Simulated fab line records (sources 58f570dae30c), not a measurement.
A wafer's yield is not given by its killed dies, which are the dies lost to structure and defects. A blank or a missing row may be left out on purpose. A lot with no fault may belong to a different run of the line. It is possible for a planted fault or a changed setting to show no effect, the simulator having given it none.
Which of the tools did it? | flow berkeley-cmos170 | 13 lots with 39 wafers sampled at 5 steps, on a route of 331 steps

== WHAT EACH GAUGE READ, for each wafer ==
UCB170_FIELD_THK_MEAS_91.
lot  | measured     | on            | FIELD_OXIDE_LEFT_2_THK (nm)
L127 | day 6 10:49  | film-metro-04 | 358 353 354
L131 | day 7 09:04  | film-metro-04 | 363 362 367
L129 | day 7 09:28  | film-metro-04 | 374 370 387
L128 | day 7 09:39  | film-metro-02 | 368 368 370
L130 | day 7 09:44  | film-metro-04 | 373 375 373
L133 | day 7 15:13  | film-metro-03 | 356 355 339
L132 | day 7 15:34  | film-metro-04 | 358 362 360
L134 | day 8 03:35  | film-metro-02 | 367 367 365
L137 | day 8 22:25  | film-metro-04 | 370 363 367
L142 | day 9 13:59  | film-metro-04 | 372 362 367
L143 | day 9 19:03  | film-metro-03 | 357 355 369
L146 | day 9 19:19  | film-metro-04 | 347 348 353
L149 | day 10 14:23 | film-metro-02 | 380 378 377

UCB170_M2_RS_MEAS_02: measures by four-point-probe.
lot  | measured     | on            | M2_AL_RS (ohm/sq)
L127 | day 8 04:57  | film-metro-03 | 0.0325 0.0326 0.0326
L131 | day 9 01:05  | film-metro-02 | 0.0323 0.0321 0.0322
L129 | day 9 04:21  | film-metro-02 | 0.0323 0.0322 0.0319
L128 | day 9 00:08  | film-metro-02 | 0.0320 0.0319 0.0319
L130 | day 9 03:04  | film-metro-04 | 0.0323 0.0319 0.0319
L133 | day 9 04:08  | film-metro-02 | 0.0316 0.0315 0.0315
L132 | day 9 05:32  | film-metro-04 | 0.0329 0.0321 0.0318
L134 | day 10 06:43 | film-metro-04 | 0.0329 0.0319 0.0318
L137 | day 10 17:48 | film-metro-03 | 0.0327 0.0323 0.0328
L142 | day 11 05:54 | film-metro-02 | 0.0333 0.0324 0.0329
L143 | day 11 17:19 | film-metro-04 | 0.0315 0.0314 0.0318
L146 | day 11 21:27 | film-metro-03 | 0.0314 0.0314 0.0320
L149 | day 12 10:40 | film-metro-03 | 0.0319 0.0323 0.0319

UCB170_M3_RS_MEAS_02: measures by four-point-probe.
lot  | measured     | on            | M3_AL_RS (ohm/sq)
L127 | day 8 13:49  | film-metro-01 | 0.0336 0.0332 0.0327
L131 | day 9 07:31  | film-metro-01 | 0.0336 0.0338 0.0337
L129 | day 9 11:17  | film-metro-01 | 0.0337 0.0336 0.0331
L128 | day 9 06:17  | film-metro-03 | 0.0335 0.0332 0.0331
L130 | day 9 09:10  | film-metro-01 | 0.0342 0.0346 0.0340
L133 | day 9 10:31  | film-metro-02 | 0.0330 0.0327 0.0325
L132 | day 9 12:23  | film-metro-02 | 0.0333 0.0333 0.0327
L134 | day 10 17:07 | film-metro-01 | 0.0335 0.0336 0.0339
L137 | day 10 23:50 | film-metro-02 | 0.0335 0.0338 0.0330
L142 | day 11 11:48 | film-metro-02 | 0.0334 0.0334 0.0330
L143 | day 11 23:15 | film-metro-01 | 0.0324 0.0334 0.0333
L146 | day 12 04:26 | film-metro-01 | 0.0327 0.0333 0.0330
L149 | day 12 15:57 | film-metro-03 | 0.0332 0.0338 0.0340

UCB170_M3_CD_MEAS_90: the cd target is 700 nm.
lot  | measured     | on        | cd-nm (nm)
L127 | day 8 16:36  | cd-sem-01 | 701 700 703
L131 | day 9 09:52  | cd-sem-02 | 700 701 703
L129 | day 9 15:00  | cd-sem-02 | 700 697 698
L128 | day 9 08:59  | cd-sem-01 | 705 698 697
L130 | day 9 12:44  | cd-sem-02 | 700 693 700
L133 | day 9 14:26  | cd-sem-02 | 712 705 713
L132 | day 9 17:54  | cd-sem-02 | 693 695 699
L134 | day 10 19:33 | cd-sem-01 | 701 712 712
L137 | day 11 03:47 | cd-sem-01 | 699 693 700
L142 | day 11 14:16 | cd-sem-02 | 707 708 700
L143 | day 12 05:08 | cd-sem-02 | 700 714 710
L146 | day 12 07:39 | cd-sem-01 | 695 694 694
L149 | day 12 18:22 | cd-sem-02 | 699 702 695

== WHICH TOOL RAN EACH LOT (tool, then ch and the chambers of the sampled wafers, then the start) ==
lot  | UCB170_M2_SPUTTER_01
L127 | pvd-sputter-04, day 8 04:52
L131 | pvd-sputter-04, day 9 00:59
L129 | pvd-sputter-04, day 9 04:15
L128 | pvd-sputter-03, day 9 00:02
L130 | pvd-sputter-01, day 9 02:59
L133 | pvd-sputter-03, day 9 04:01
L132 | pvd-sputter-01, day 9 05:25
L134 | pvd-sputter-01, day 10 06:37
L137 | pvd-sputter-01, day 10 17:43
L142 | pvd-sputter-04, day 11 05:47
L143 | pvd-sputter-03, day 11 17:14
L146 | pvd-sputter-01, day 11 21:19
L149 | pvd-sputter-03, day 12 10:35
- UCB170_M2_SPUTTER_01: material Al, target thk 900 nm, time 120 s.

== AS READ BY THE TOOLS THEMSELVES (means over the sampled wafers that have a number; for cases with no such wafer, the mark the record gives instead) ==
UCB170_M2_SPUTTER_01.
lot  | tool           | throttle-valve-pct (%)
L127 | pvd-sputter-04 | 29.9
L131 | pvd-sputter-04 | 29.8
L129 | pvd-sputter-04 | 30.0
L128 | pvd-sputter-03 | 30.4
L130 | pvd-sputter-01 | 31.2
L133 | pvd-sputter-03 | 30.6
L132 | pvd-sputter-01 | 29.7
L134 | pvd-sputter-01 | 29.3
L137 | pvd-sputter-01 | 30.9
L142 | pvd-sputter-04 | 29.9
L143 | pvd-sputter-03 | 30.4
L146 | pvd-sputter-01 | 31.8
L149 | pvd-sputter-03 | 31.6

== THE ANSWER, worked out from the rows above alone ==
Rule: the usual values come from the lots themselves. The widest of any qualifying gaps counts: lots, ordered by their means at a reading, are off when they make up no more than a third of the lots, leave a main group of 4 or more, and stand apart from it by 3 or more times the standard deviation of that group's means. Not used: any main group whose means are identical at the precision the tables above print for the reading. A lot without any number at a reading at which 4 lots or more have one is off too. The other lots that the step has rows for count as sound. Order of review: gauges by route order, followed by the tools' own readings, for which a lot's mean as printed above is used. The first step at which some lot is off is used, and at that step the reading that is off furthest; a lot without a number counts as furthest.
No lot is off on any of the readings shown, so nothing can be concluded from this.

== WHAT THE SIMULATOR HAD PUT IN ==
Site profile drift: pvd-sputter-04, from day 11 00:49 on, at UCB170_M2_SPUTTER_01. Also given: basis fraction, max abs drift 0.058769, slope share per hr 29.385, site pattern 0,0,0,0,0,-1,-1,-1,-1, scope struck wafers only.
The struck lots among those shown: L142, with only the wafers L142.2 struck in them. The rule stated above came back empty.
